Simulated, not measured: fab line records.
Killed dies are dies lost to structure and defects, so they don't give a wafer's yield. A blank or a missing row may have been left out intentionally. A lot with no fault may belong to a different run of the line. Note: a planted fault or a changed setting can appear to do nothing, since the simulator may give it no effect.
Which tool is to blame?    flow ritCmos    45 wafers from 15 lots sampled at 6 of the route's 202 steps

== WHAT EACH GAUGE READ, for each wafer ==
RIT_NWELL_OVL_MEAS_06. Usual: NWELL_OVL gives 0.4 nm (standard deviation 1.1).
lot   measured     on          NWELL_OVL (nm)  flag
L315  day 2 04:30  overlay-01  0.5 0.5 0.7     
L317  day 2 13:02  overlay-02  2.1 0.9 1.5     
L318  day 2 18:50  overlay-01  -0.2 0.9 1.0    
L320  day 3 04:35  overlay-01  0.1 0.3 1.6     
L321  day 3 08:00  overlay-01  1.9 0.8 -0.2    
L322  day 3 14:23  overlay-01  -0.6 -0.9 -2.1  
L323  day 3 18:24  overlay-01  -1.7 -0.9 -0.4  
L325  day 4 04:46  overlay-01  0.1 0.8 -0.1    
L326  day 4 09:14  overlay-01  -3.2 -2.0 -1.5  
L328  day 4 20:20  overlay-01  0.3 0.7 1.1     
L329  day 4 23:38  overlay-01  0.7 -0.2 0.0    
L330  day 5 06:36  overlay-02  0.5 -0.7 -1.0   
L331  day 5 10:43  overlay-02  1.3 1.1 1.2     
L332  day 5 16:57  overlay-02  0.2 -0.9 -0.5   
L333  day 5 20:28  overlay-02  0.2 -1.2 -0.9   

RIT_NWELL_TW_MEAS_10. Usual: NWELL_TW gives 2147 (standard deviation 23).
lot   measured     on            NWELL_TW        flag
L315  day 2 05:07  filmMetro-04  2166 2151 2168  
L317  day 2 13:38  filmMetro-02  2132 2124 2128  
L318  day 2 19:28  filmMetro-02  2120 2116 2127  
L320  day 3 05:13  filmMetro-02  2129 2130 2118  
L321  day 3 08:37  filmMetro-02  2120 2121 2132  
L322  day 3 15:00  filmMetro-03  2173 2174 2170  
L323  day 3 19:01  filmMetro-03  2168 2160 2174  
L325  day 4 05:23  filmMetro-03  2169 2160 2164  
L326  day 4 09:51  filmMetro-03  2168 2160 2164  
L328  day 4 20:57  filmMetro-03  2165 2155 2177  
L329  day 5 00:15  filmMetro-02  2121 2128 2119  
L330  day 5 07:13  filmMetro-03  2178 2183 2179  
L331  day 5 11:20  filmMetro-03  2175 2180 2173  
L332  day 5 17:34  filmMetro-04  2164 2154 2149  
L333  day 5 21:05  filmMetro-04  2159 2151 2163  

RIT_GATE_THK_MEAS_09. Usual: GATE_POLY_THK gives 249.4 nm (standard deviation 2.6).
lot   measured     on            GATE_POLY_THK (nm)  flag
L315  day 2 22:16  filmMetro-02  249.0 247.7 246.6   
L317  day 3 04:04  filmMetro-01  249.3 248.5 247.3   
L318  day 3 11:22  filmMetro-02  248.8 250.1 251.0   
L320  day 3 19:46  filmMetro-02  250.3 248.2 248.7   
L321  day 3 23:34  filmMetro-01  249.0 248.8 250.3   
L322  day 4 07:38  filmMetro-01  247.1 248.0 248.5   
L323  day 4 09:53  filmMetro-01  249.2 249.9 248.8   
L325  day 4 19:10  filmMetro-02  244.4 244.6 244.1   
L326  day 5 05:20  filmMetro-01  251.7 253.6 252.3   
L328  day 5 13:52  filmMetro-01  254.0 255.4 255.1   
L329  day 5 15:29  filmMetro-03  248.3 250.6 250.7   
L330  day 5 23:00  filmMetro-01  385.4 386.7 387.7   OFF
L331  day 6 01:44  filmMetro-02  381.8 383.9 384.2   OFF
L332  day 6 09:38  filmMetro-02  389.9 391.2 391.1   OFF
L333  day 6 12:43  filmMetro-02  251.2 251.5 250.6   

RIT_SILICIDE_RS_MEAS_02: measurement is done with a four-point probe. Usual: SILICIDE_TI_RS gives 47.7 ohm/sq (standard deviation 0.7).
lot   measured     on            SILICIDE_TI_RS (ohm/sq)  flag
L315  day 3 12:57  filmMetro-02  47.1 46.9 46.9           
L317  day 3 19:15  filmMetro-02  46.4 47.4 47.2           
L318  day 4 03:01  filmMetro-03  47.2 48.1 46.8           
L320  day 4 10:43  filmMetro-03  48.4 47.7 48.4           
L321  day 4 13:58  filmMetro-02  48.0 47.3 47.7           
L322  day 4 23:05  filmMetro-02  48.1 48.4 48.0           
L323  day 5 00:59  filmMetro-01  46.9 47.1 47.1           
L325  day 5 10:17  filmMetro-03  48.2 48.4 48.3           
L326  day 5 19:36  filmMetro-02  48.6 46.8 47.8           
L328  day 6 04:41  filmMetro-01  48.0 47.9 47.7           
L329  day 6 06:49  filmMetro-01  46.3 47.6 46.9           
L333  day 7 05:01  filmMetro-01  47.9 47.9 47.9           

== EACH LOT AND THE TOOL THAT RAN IT (in order: tool; ch and the chambers of the sampled wafers; start) ==
lot   RIT_GATE_CVD_08             RIT_GATE_ETCH_19
L315  lpcvd-01 ch 1, day 2 20:38  rieSi-02 ch 1,2,3, day 2 23:43
L317  lpcvd-01 ch 1, day 3 02:27  rieSi-02 ch 0,1,2, day 3 05:34
L318  lpcvd-01 ch 0, day 3 09:44  rieSi-01 ch 0,2,3, day 3 12:42
L320  lpcvd-02 ch 0, day 3 18:07  rieSi-01 ch 0,2,3, day 3 21:07
L321  lpcvd-01 ch 0, day 3 21:55  rieSi-02 ch 2,3, day 4 01:00
L322  lpcvd-02 ch 1, day 4 06:01  rieSi-01 ch 2,3, day 4 09:01
L323  lpcvd-02 ch 1, day 4 08:16  rieSi-02 ch 0,2,3, day 4 11:10
L325  lpcvd-01 ch 1, day 4 17:31  rieSi-02 ch 2,3, day 4 20:22
L326  lpcvd-01 ch 1, day 5 03:42  rieSi-01 ch 0,2,3, day 5 06:40
L328  lpcvd-02 ch 1, day 5 12:14  rieSi-01 ch 0,2, day 5 15:04
L329  lpcvd-02 ch 1, day 5 13:52  rieSi-02 ch 0,1,2, day 5 16:52
L330  lpcvd-01 ch 0, day 5 21:22  rieSi-01 ch 0,1, day 6 00:23
L331  lpcvd-01 ch 0, day 6 00:07  rieSi-02 ch 0,1,3, day 6 03:05
L332  lpcvd-01 ch 0, day 6 08:00  rieSi-01 ch 0,2,3, day 6 10:58
L333  lpcvd-02 ch 0, day 6 11:05  rieSi-02 ch 0,1,2, day 6 14:02
- RIT_GATE_CVD_08: deposits poly-Si from SiH4, target thk 250 nm, time 2220 s.
- RIT_GATE_ETCH_19: etches poly-Si in SF6/CHF3/O2, stops on SiO2, time 165 s, target depth 312.5 nm.

== AS READ BY THE TOOLS THEMSELVES (means over the sampled wafers that have a number; for cases with no such wafer, the mark the record gives instead) ==
RIT_GATE_CVD_08. Usual: zonePowerCentrePct 26.9 %, standard deviation 2.4; zonePowerSourcePct 12.3 %, standard deviation 1.4.
lot   tool      zonePowerCentrePct (%)  zonePowerSourcePct (%)  flag
L315  lpcvd-01  30.3                    13.7                    
L317  lpcvd-01  29.9                    13.7                    
L318  lpcvd-01  24.2                    11.7                    
L320  lpcvd-02  25.9                    9.3                     
L321  lpcvd-01  23.9                    11.7                    
L322  lpcvd-02  27.9                    12.9                    
L323  lpcvd-02  27.8                    12.9                    
L325  lpcvd-01  30.1                    13.8                    
L326  lpcvd-01  30.4                    13.8                    
L328  lpcvd-02  27.9                    13.2                    
L329  lpcvd-02  27.7                    13.0                    
L330  lpcvd-01  24.1                    11.7                    
L331  lpcvd-01  24.2                    11.6                    
L332  lpcvd-01  24.1                    11.6                    
L333  lpcvd-02  25.7                    9.3                     

RIT_GATE_ETCH_19. Usual: drypumpMotorCurrentA 5.6 A, standard deviation 0.4; oesProductAu 0.859 a.u., standard deviation 0.014; rfFwdPowerW 159.3 W, standard deviation 0.55; throttleValvePct 10.25 %, standard deviation 0.11.
lot   tool      drypumpMotorCurrentA (A)  oesProductAu (a.u.)  rfFwdPowerW (W)  throttleValvePct (%)  flag
L315  rieSi-02  5.2                       0.870                159.3            10.24                 
L317  rieSi-02  5.6                       0.865                159.9            10.20                 
L318  rieSi-01  5.9                       0.852                159.8            10.35                 
L320  rieSi-01  5.9                       0.854                159.5            10.35                 
L321  rieSi-02  5.1                       0.872                158.8            10.22                 
L322  rieSi-01  5.8                       0.856                159.1            10.39                 
L323  rieSi-02  5.5                       0.865                159.0            10.18                 
L325  rieSi-02  5.2                       0.866                159.4            10.27                 
L326  rieSi-01  5.9                       0.857                160.0            10.34                 
L328  rieSi-01  6.0                       0.855                159.2            10.31                 
L329  rieSi-02  5.6                       0.865                159.7            10.20                 
L330  rieSi-01  5.7                       0.987                159.2            10.17                 OFF
L331  rieSi-02  5.5                       1.021                160.0            10.15                 OFF
L332  rieSi-01  5.9                       0.974                159.7            10.35                 OFF
L333  rieSi-02  5.6                       0.869                158.9            10.19                 

== THE ANSWER, worked out from the rows above alone ==
Rule: lot off if the mean of its wafers having a number is beyond 3 standard deviations from the usual mean. Also off: a lot with no number at a reading for which 4 or more lots have one. Any other lot the step has rows for is counted as sound. After the gauges, taken in route order, come the tools' own readings; for these a lot's mean is taken, as printed above. The first step at which some lot is off is used, and at that step the reading that is off furthest; a lot without a number counts as furthest.
Off: L330, L331, L332, seen at RIT_GATE_THK_MEAS_09 (GATE_POLY_THK).
A tool fits if, at a process step before that reading, it ran every lot that is off, and no sound lot after the first of them. The gauges at RIT_GATE_THK_MEAS_09 aren't tried: what is off there is off at RIT_GATE_ETCH_19 too, on other tools, and a gauge's error can't cause that. One candidate fits, namely lpcvd-01 at RIT_GATE_CVD_08. A fault onset in the window from L326 (day 5 03:42, its last sound lot) to L330 (day 5 21:22, its first lot off) fits.

== WHAT WAS PUT IN BY THE SIMULATOR ==
lpcvd-01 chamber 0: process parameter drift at RIT_GATE_CVD_08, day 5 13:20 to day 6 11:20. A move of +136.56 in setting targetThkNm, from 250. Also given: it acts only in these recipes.
Struck lots among those shown: L330, L331, L332. The same result came from the rule above.
